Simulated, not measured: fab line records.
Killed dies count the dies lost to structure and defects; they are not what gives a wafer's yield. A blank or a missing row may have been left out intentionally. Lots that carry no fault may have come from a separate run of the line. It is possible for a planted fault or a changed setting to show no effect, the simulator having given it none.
fab line records ; flow ritCmos
record: lots: 6; wafers: 18; lastDay: 7
route steps=202 shown NRETRO@54 PRETRO@64 M1@202
lots that met no fault: taken from a fault-free run of the same line
startH: hours from the record's opening day to when the first of the lot's shown wafers began ; waitH: hours since the lot's step before ; " unchanged from the row above ; L1.1+2: a single row standing in for several wafers ; - no value, or no start was given ; * or withheld: withheld ; < > ~ a bound
route shown NAME@n: a module of which the file shows steps, and the number in the route of the first ; usual: average and standard deviation across the fault-free wafers ; same: alike in all rows ; chamber/n: place in a boat ; sites: per-site readings ; _std_site: the standard deviation of these ; _edge_site: inner sites' mean taken away from outer sites' mean ; radiusMm: for every site, how far away it sits from the centre of the wafer ; mask NAME#n: copy n ; behind: the tool/chamber that last shaped the wafer ; hold: cause of the lot's hold/its duration in hours/its outcome ; device: the n, p or np transistor that did not switch ; end of line: the same wafers' tests at the end of the route ; step lacking rows: just its recipe ; killed: not the wafer's yield, but the dies lost to structure and defects at the first sort ; map: a wafer's dies, marking killed ones x, the rest . and places with no die _
set.NAME: the setting that was run; set.NAME@STEP: the one run at that earlier step ; model.NAME: the simulator's own value behind a step, which no gauge read
certain route steps with their lots: each step a table, each wafer a row
services: a tool's chamber out of use, with start hour (startH, from the record's first day; less than 0 if before it), hours out, and reason
== steps ==
step: RIT_NRETRO_COAT_01
recipe: resist: NOVOLAK; spinRpm: 2000; resistThkNm: 1300
step: RIT_NRETRO_SOFTBAKE_02
recipe: resist: NOVOLAK; tempC: 90; timeS: 60
step: RIT_NRETRO_EXPOSE_03
recipe: maskId: M4; na: 0.57; targetCdNm: 43900; doseMj: 250
step: RIT_NRETRO_PEB_04
recipe: resist: NOVOLAK; tempC: withheld; timeS: withheld
step: RIT_NRETRO_DEVELOP_05
recipe: resist: NOVOLAK; developTimeS: 68; devTempC: 22.39
step: RIT_NRETRO_OVL_MEAS_06
usual: NRETRO_OVL: 1.3/1.3
lot.wafer;tool;chamber;startH;waitH;NRETRO_OVL[nm]
L298.1;overlay-02;-;39.80;-;1.6
L298.2;overlay-02;-;39.80;-;1.0
L298.4;overlay-02;-;39.80;-;2.2
L301.1;overlay-02;-;54.05;-;3.0
L301.2;overlay-02;-;54.05;-;2.4
L301.4;overlay-02;-;54.05;-;2.4
L309.1;overlay-01;-;95.42;-;0.9
L309.2;overlay-01;-;95.42;-;1.5
L309.3;overlay-01;-;95.42;-;-0.5
L310.1;overlay-01;-;99.61;-;1.9
L310.2;overlay-01;-;99.61;-;1.0
L310.4;overlay-01;-;99.61;-;1.7
L312.1;overlay-02;-;111.15;-;2.9
L312.2;overlay-02;-;111.15;-;1.8
L312.6;overlay-02;-;111.15;-;2.5
L315.1;overlay-01;-;126.08;-;0.7
L315.5;overlay-01;-;126.08;-;-1.8
L315.6;overlay-01;-;126.08;-;-0.4
step: RIT_NRETRO_HARDBAKE_07
recipe: resist: NOVOLAK; tempC: 140; timeS: 120
step: RIT_NRETRO_IMPLANT_08
recipe: species: P; energyKev: 70; doseCm2: 1e+13; tiltDeg: 7
step: RIT_NRETRO_STRIP_09
recipe: chemistry: O2; timeS: 180; resist: NOVOLAK; platenTempC: withheld; powerW: 500; pressureMtorr: 4000; o2FlowSccm: 4000
usual: drypumpMotorCurrentA: 5.8/0.48
lot.wafer;tool;chamber;startH;waitH;drypumpMotorCurrentA;rfHoursCounterH
L298.1;plasmaAsher-03;0;40.24;0.1;6.2;41
L298.2;plasmaAsher-03;1;40.24;0.1;6.1;41
L298.4;plasmaAsher-03;1;40.24;0.1;6.1;-
L301.1;plasmaAsher-02;1;54.48;0.1;5.4;43
L301.2;plasmaAsher-02;0;54.48;0.1;6.4;43
L301.4;plasmaAsher-02;1;54.48;0.1;5.4;-
L309.1;plasmaAsher-03;0;95.85;0.1;6.2;43
L309.2;plasmaAsher-03;1;95.85;0.1;6.1;43
L309.3;plasmaAsher-03;0;95.85;0.1;6.2;-
L310.1;plasmaAsher-03;0;100.04;0.1;6.2;44
L310.2;plasmaAsher-03;1;100.04;0.1;6.1;44
L310.4;plasmaAsher-03;1;100.04;0.1;6.1;-
L312.1;plasmaAsher-03;0;111.58;0.1;6.2;45
L312.2;plasmaAsher-03;1;111.58;0.1;6.1;45
L312.6;plasmaAsher-03;1;111.58;0.1;6.1;-
L315.1;plasmaAsher-02;1;126.52;0.1;5.4;1
L315.5;plasmaAsher-02;0;126.52;0.1;6.4;-
L315.6;plasmaAsher-02;1;126.52;0.1;5.4;-
step: RIT_NRETRO_TW_MEAS_10
usual: NRETRO_TW: 1059/4.7
lot.wafer;tool;chamber;startH;waitH;NRETRO_TW
L298.1;filmMetro-04;-;40.41;0.1;1058
L298.2;filmMetro-04;-;40.41;0.1;1060
L298.4;filmMetro-04;-;40.41;0.1;1060
L301.1;filmMetro-02;-;54.66;0.1;1054
L301.2;filmMetro-02;-;54.66;0.1;1059
L301.4;filmMetro-02;-;54.66;0.1;1060
L309.1;filmMetro-04;-;96.03;0.1;1059
L309.2;filmMetro-04;-;96.03;0.1;1055
L309.3;filmMetro-04;-;96.03;0.1;1063
L310.1;filmMetro-01;-;100.22;0.1;1051
L310.2;filmMetro-01;-;100.22;0.1;1053
L310.4;filmMetro-01;-;100.22;0.1;1045
L312.1;filmMetro-02;-;111.76;0.1;1060
L312.2;filmMetro-02;-;111.76;0.1;1062
L312.6;filmMetro-02;-;111.76;0.1;1064
L315.1;filmMetro-02;-;126.69;0.1;1058
L315.5;filmMetro-02;-;126.69;0.1;1058
L315.6;filmMetro-02;-;126.69;0.1;1053
step: RIT_PRETRO_HMDS_00
recipe: primeTimeS: 60; primeTempC: 140
step: RIT_PRETRO_COAT_01
recipe: resist: NOVOLAK; spinRpm: 2000; resistThkNm: 1300
step: RIT_PRETRO_SOFTBAKE_02
recipe: resist: NOVOLAK; tempC: 90; timeS: 60
usual: heaterPowerTotalW: 34.57/0.051; plateTempC: 89.99/0.12; resistLineTempC: 23.03/0.11
lot.wafer;tool;chamber;startH;waitH;heaterPowerTotalW;plateTempC;resistLineTempC;model.NOVOLAK_of_PRETRO_COAT_01.thkNm
L298.1;lithoTrack-03;0;40.77;0.1;34.50;90.01;22.92;1305
L298.2;lithoTrack-03;0;40.77;0.1;34.58;89.96;22.93;1301
L298.4;lithoTrack-03;0;40.77;0.1;34.62;90.09;22.97;1304
L301.1;lithoTrack-01;0;55.02;0.1;34.60;90.17;22.88;1305
L301.2;lithoTrack-01;0;55.02;0.1;34.61;89.91;22.87;1306
L301.4;lithoTrack-01;0;55.02;0.1;34.44;90.04;23.02;1306
L309.1;lithoTrack-03;0;96.39;0.1;35.97;92.79;23.19;1288
L309.2;lithoTrack-03;0;96.39;0.1;36.11;92.75;23.22;1285
L309.3;lithoTrack-03;0;96.39;0.1;36.04;92.78;23.21;1287
L310.1;lithoTrack-03;0;100.58;0.1;36.00;92.72;23.13;1289
L310.2;lithoTrack-03;0;100.58;0.1;36.01;92.86;22.97;1287
L310.4;lithoTrack-03;0;100.58;0.1;36.12;92.91;22.99;1287
L312.1;lithoTrack-04;0;112.12;0.1;34.59;89.89;22.98;1297
L312.2;lithoTrack-04;0;112.12;0.1;34.61;89.86;22.94;1302
L312.6;lithoTrack-04;0;112.12;0.1;34.60;90.04;23.07;1302
L315.1;lithoTrack-01;0;127.05;0.1;34.60;90.00;23.16;1297
L315.5;lithoTrack-01;0;127.05;0.1;34.55;89.94;23.08;1298
L315.6;lithoTrack-01;0;127.05;0.1;34.58;89.92;23.06;1295
step: RIT_PRETRO_EXPOSE_03
recipe: maskId: M5; na: 0.57; targetCdNm: 43700; doseMj: 250
step: RIT_PRETRO_PEB_04
recipe: resist: NOVOLAK; tempC: withheld; timeS: withheld
step: RIT_PRETRO_DEVELOP_05
recipe: resist: NOVOLAK; developTimeS: 64.65; devTempC: 23
usual: resistLineTempC: 23.02/0.099
lot.wafer;tool;chamber;startH;waitH;resistLineTempC;model.NOVOLAK_of_PRETRO_COAT_01.thkNm
L298.1;lithoTrack-01;0;-;-;22.97;1305
L298.2;lithoTrack-01;0;-;-;22.95;1300
L298.4;lithoTrack-01;0;-;-;22.87;1303
L301.1;lithoTrack-01;0;-;-;22.94;1304
L301.2;lithoTrack-01;0;-;-;23.08;1305
L301.4;lithoTrack-01;0;-;-;22.98;1306
L309.1;lithoTrack-01;0;-;-;23.01;1288
L309.2;lithoTrack-01;0;-;-;22.99;1284
L309.3;lithoTrack-01;0;-;-;22.99;1286
L310.1;lithoTrack-03;0;-;-;23.03;1289
L310.2;lithoTrack-03;0;-;-;23.04;1287
L310.4;lithoTrack-03;0;-;-;22.89;1286
L312.1;lithoTrack-04;0;-;-;23.10;1296
L312.2;lithoTrack-04;0;-;-;23.01;1302
L312.6;lithoTrack-04;0;-;-;23.10;1301
L315.1;lithoTrack-04;0;-;-;22.91;1297
L315.5;lithoTrack-04;0;-;-;23.01;1298
L315.6;lithoTrack-04;0;-;-;23.10;1294
step: RIT_PRETRO_OVL_MEAS_06
usual: PRETRO_OVL: 0.3/1.3
lot.wafer;tool;chamber;startH;waitH;PRETRO_OVL[nm]
L298.1;overlay-01;-;41.35;-;-0.1
L298.2;overlay-01;-;41.35;-;2.2
L298.4;overlay-01;-;41.35;-;1.8
L301.1;overlay-02;-;55.72;-;0.4
L301.2;overlay-02;-;55.72;-;0.5
L301.4;overlay-02;-;55.72;-;-1.6
L309.1;overlay-02;-;96.97;-;2.1
L309.2;overlay-02;-;96.97;-;0.7
L309.3;overlay-02;-;96.97;-;2.6
L310.1;overlay-01;-;101.28;-;3.4
L310.2;overlay-01;-;101.28;-;3.8
L310.4;overlay-01;-;101.28;-;2.7
L312.1;overlay-02;-;112.70;-;-1.6
L312.2;overlay-02;-;112.70;-;1.0
L312.6;overlay-02;-;112.70;-;0.3
L315.1;overlay-02;-;127.63;-;-1.8
L315.5;overlay-02;-;127.63;-;-0.4
L315.6;overlay-02;-;127.63;-;-0.8
step: RIT_M1_PROBE_99
usual: killedAtFrontEnd: 7/3.3; killedDies: 7/3.2; killedOpen: 3.6/2.2; killedShort: 3.5/2
same: grossDies: 264; killed_at_M0_to_M3: 0; killed_at_M4_up: 0; killedAtBackSide: 0; killedAtContacts: 0; killedAtOther: 0
lot.wafer;tool;chamber;startH;waitH;killedAtFrontEnd;killedDies;killedOpen;killedShort
L298.1;prober-02;-;68.93;0.1;15;15;7;8
L298.2;prober-02;-;68.98;0.1;10;10;7;3
L298.4;prober-02;-;69.08;0.2;13;13;3;10
L301.1;prober-01;-;81.64;0.1;10;10;3;7
L301.2;prober-01;-;81.69;0.1;9;9;5;4
L301.4;prober-01;-;81.79;0.2;8;8;4;4
L309.1;prober-01;-;123.35;0.1;6;6;3;3
L309.2;prober-01;-;123.40;0.1;14;14;8;6
L309.3;prober-01;-;123.45;0.2;6;6;3;3
L310.1;prober-02;-;128.05;0.1;12;12;5;7
L310.2;prober-02;-;128.10;0.1;6;6;3;3
L310.4;prober-02;-;128.20;0.2;15;15;6;9
L312.1;prober-02;-;140.84;0.1;9;9;2;7
L312.2;prober-02;-;140.89;0.1;4;4;1;3
L312.6;prober-02;-;141.09;0.2;9;9;5;4
L315.1;prober-01;-;168.05;0.1;8;8;2;6
L315.5;prober-01;-;168.25;0.2;5;5;0;5
L315.6;prober-01;-;168.30;0.2;10;10;7;3
killed by level:class
L298.1 SILICIDE:geometricParticle:open=4 REOX:geometricParticle:short=3 FOX1:geometricParticle:short=2 FOX2:geometricParticle:short=1 FOX2:geometricParticle:open=1 GATE:geometricParticle:open=1 GATE:geometricParticle:short=1 SPACER:geometricParticle:open=1
L298.2 GATE:geometricParticle:open=3 SILICIDE:geometricParticle:open=2 FOX1:geometricParticle:open=1 FOX1:geometricParticle:short=1 GATE:geometricParticle:short=1 SPACER:geometricParticle:open=1 SILICIDE:geometricParticle:short=1
L298.4 FOX1:geometricParticle:short=3 SILICIDE:geometricParticle:short=3 REOX:geometricParticle:short=2 SPACER:geometricParticle:short=2 GATE:geometricParticle:open=1 REOX:geometricParticle:open=1 SILICIDE:geometricParticle:open=1
L301.1 FOX1:geometricParticle:short=4 GATE:geometricParticle:short=2 SPACER:geometricParticle:open=2 GATE:geometricParticle:open=1 REOX:geometricParticle:short=1
L301.2 FOX1:geometricParticle:open=3 FOX1:geometricParticle:short=2 GATE:geometricParticle:open=2 GATE:geometricParticle:short=1 REOX:geometricParticle:short=1
L301.4 FOX1:geometricParticle:open=2 GATE:geometricParticle:short=2 FOX1:geometricParticle:short=1 FOX2:geometricParticle:open=1 SILICIDE:geometricParticle:short=1 SILICIDE:geometricParticle:open=1
L309.1 GATE:geometricParticle:open=3 FOX2:geometricParticle:short=1 GATE:geometricParticle:short=1 SILICIDE:geometricParticle:short=1
L309.2 GATE:geometricParticle:open=4 GATE:geometricParticle:short=4 FOX1:geometricParticle:open=2 FOX2:geometricParticle:short=1 FOX2:geometricParticle:open=1 REOX:geometricParticle:short=1 REOX:geometricParticle:open=1
L309.3 GATE:geometricParticle:open=2 FOX2:geometricParticle:short=1 GATE:geometricParticle:short=1 REOX:geometricParticle:open=1 SPACER:geometricParticle:short=1
L310.1 GATE:geometricParticle:short=5 GATE:geometricParticle:open=4 REOX:geometricParticle:open=1 REOX:geometricParticle:short=1 SPACER:geometricParticle:short=1
L310.2 GATE:geometricParticle:open=3 SPACER:geometricParticle:short=2 GATE:geometricParticle:short=1
L310.4 GATE:geometricParticle:short=5 GATE:geometricParticle:open=5 REOX:geometricParticle:short=2 SPACER:geometricParticle:short=2 REOX:geometricParticle:open=1
L312.1 GATE:geometricParticle:short=3 SILICIDE:geometricParticle:short=3 GATE:geometricParticle:open=2 REOX:geometricParticle:short=1
L312.2 GATE:geometricParticle:open=1 GATE:geometricParticle:short=1 REOX:geometricParticle:short=1 SPACER:geometricParticle:short=1
L312.6 GATE:geometricParticle:short=2 GATE:geometricParticle:open=2 SPACER:geometricParticle:short=2 SPACER:geometricParticle:open=2 REOX:geometricParticle:open=1
L315.1 ACTIVE:geometricParticle:short=2 FOX1:geometricParticle:short=2 FOX1:geometricParticle:open=1 GATE:geometricParticle:short=1 GATE:geometricParticle:open=1 SPACER:geometricParticle:short=1
L315.5 GATE:geometricParticle:short=3 FOX2:geometricParticle:short=1 SILICIDE:geometricParticle:short=1
L315.6 GATE:geometricParticle:open=3 SPACER:geometricParticle:open=2 FOX1:geometricParticle:open=1 GATE:geometricParticle:short=1 SPACER:geometricParticle:short=1 SILICIDE:geometricParticle:open=1 SILICIDE:geometricParticle:short=1
== services ==
tool;chamber;startH;hours;kind
plasmaAsher-03;-;41.29;28.1;pm
plasmaAsher-02;-;57.74;2.3;repair
plasmaAsher-03;-;102.36;0.6;repair
plasmaAsher-02;-;108.75;9.0;pm
plasmaAsher-02;0;108.75;9.0;ventCycle
plasmaAsher-02;1;108.75;9.0;ventCycle
plasmaAsher-02;0;117.75;-;clean
plasmaAsher-02;1;117.75;-;clean
== key ==
firstSign: step: RIT_PRETRO_SOFTBAKE_02; reading: heaterPowerTotalW; direction: up; sigmas: 29; usual: 34.57; struck: 36.04
effect: step: RIT_PRETRO_SOFTBAKE_02; reading: plateTempC; direction: up; sigmas: 24; usual: *; struck: *
modelEffect: step: RIT_PRETRO_SOFTBAKE_02; value: NOVOLAK_of_PRETRO_COAT_01.thkNm; without: 1297; struck: 1287
modelEffect: step: RIT_PRETRO_DEVELOP_05; value: NOVOLAK_of_PRETRO_COAT_01.thkNm; without: 1297; struck: 1287
metAt RIT_PRETRO_SOFTBAKE_02
struckWafers L309.1,L309.2,L309.3,L310.1,L310.2,L310.4
testerLeftOut L309,L310
onsetBetween 40.77 96.39
fault: kind: processParameterDrift; tool: lithoTrack-03; chamber: -; onsetH: 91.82; steps: RIT_PRETRO_SOFTBAKE_02; channel: tempC; offset: *; shape: step; endH: 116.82; actsIn: *; stated: *
testerLeftOut: of these lots the tester's yield and bins aren't shown, on N5 and GAA mostly nor the transistor test; their killed dies are dies lost to structure and defects alone, not to doping, threshold or leakage, so they don't give the yield
